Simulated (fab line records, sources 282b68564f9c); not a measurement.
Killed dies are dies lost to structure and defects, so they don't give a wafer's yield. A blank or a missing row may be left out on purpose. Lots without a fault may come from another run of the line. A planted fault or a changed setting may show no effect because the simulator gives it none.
Which tool did it? | flow rit_cmos | 9 lots, 27 wafers sampled, at 1 step of a route of 202

WHAT THE GAUGES READ, wafer by wafer
The record holds no reading of a measuring or inspecting step that can be judged against a usual standard deviation.

WHICH TOOL RAN EACH LOT (tool, then ch and the chambers of the sampled wafers, then the start)
lot  | RIT_PSD_COAT_01
L818 | litho_track-04 ch 0, day 3 05:08
L819 | litho_track-03 ch 0, day 3 07:52
L829 | litho_track-01 ch 0, day 5 13:00
L830 | litho_track-01 ch 0, day 5 15:52
L831 | litho_track-04 ch 0, day 5 23:47
L835 | litho_track-03 ch 0, day 6 20:14
L836 | litho_track-03 ch 0, day 7 01:43
L839 | litho_track-03 ch 0, day 7 20:44
L841 | litho_track-04 ch 0, day 7 23:28
- RIT_PSD_COAT_01: resist thk 1000 nm.

WHAT THE TOOLS THEMSELVES READ (means of the sampled wafers that have a number; where no wafer has one, the mark that the record gives instead)
RIT_PSD_COAT_01. Usual: spin_speed_rpm 3249.8 rpm, standard deviation 1.8.
lot  | tool           | spin_speed_rpm (rpm) | flag
L818 | litho_track-04 | 3249.6               |
L819 | litho_track-03 | 3251.9               |
L829 | litho_track-01 | 3916.9               | OFF
L830 | litho_track-01 | 3918.1               | OFF
L831 | litho_track-04 | 3250.2               |
L835 | litho_track-03 | 3251.9               |
L836 | litho_track-03 | 3250.7               |
L839 | litho_track-03 | 3250.5               |
L841 | litho_track-04 | 3248.8               |

THE ANSWER, worked out from the rows above alone
Rule: a lot is off if the mean of its wafers that have a number lies more than 3 standard deviations from the usual mean. A lot without any number at a reading at which 4 lots or more have one is off too. The other lots that the step has rows for count as sound. The gauges are gone through in route order, then the tools' own readings, and for those a lot's mean is taken as printed above. The first step at which some lot is off is used, and at that step the reading that is off furthest; a lot without a number counts as furthest.
Off: L829, L830, at RIT_PSD_COAT_01 (spin_speed_rpm).
A tool fits if, at that step or a process step before it, it ran every lot that is off, and no sound lot after the first of them. One fits: litho_track-01 at RIT_PSD_COAT_01. It ran no sound lot before its first lot that is off in this sample, so the start can't be narrowed down.
The tool's own readings at RIT_PSD_COAT_01 bear it out: on the lots that are off they differ by more than 5 times the standard deviation of the sound lots' means. spin_speed_rpm reads 3917.5 rpm there against 3250.5 rpm on the sound lots.

WHAT THE SIMULATOR HAD PUT IN
Process parameter drift: litho_track-01, from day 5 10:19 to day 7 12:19, at RIT_PSD_COAT_01. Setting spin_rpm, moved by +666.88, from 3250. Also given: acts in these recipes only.
Lots struck among those shown: L829, L830. The rule above found the same.
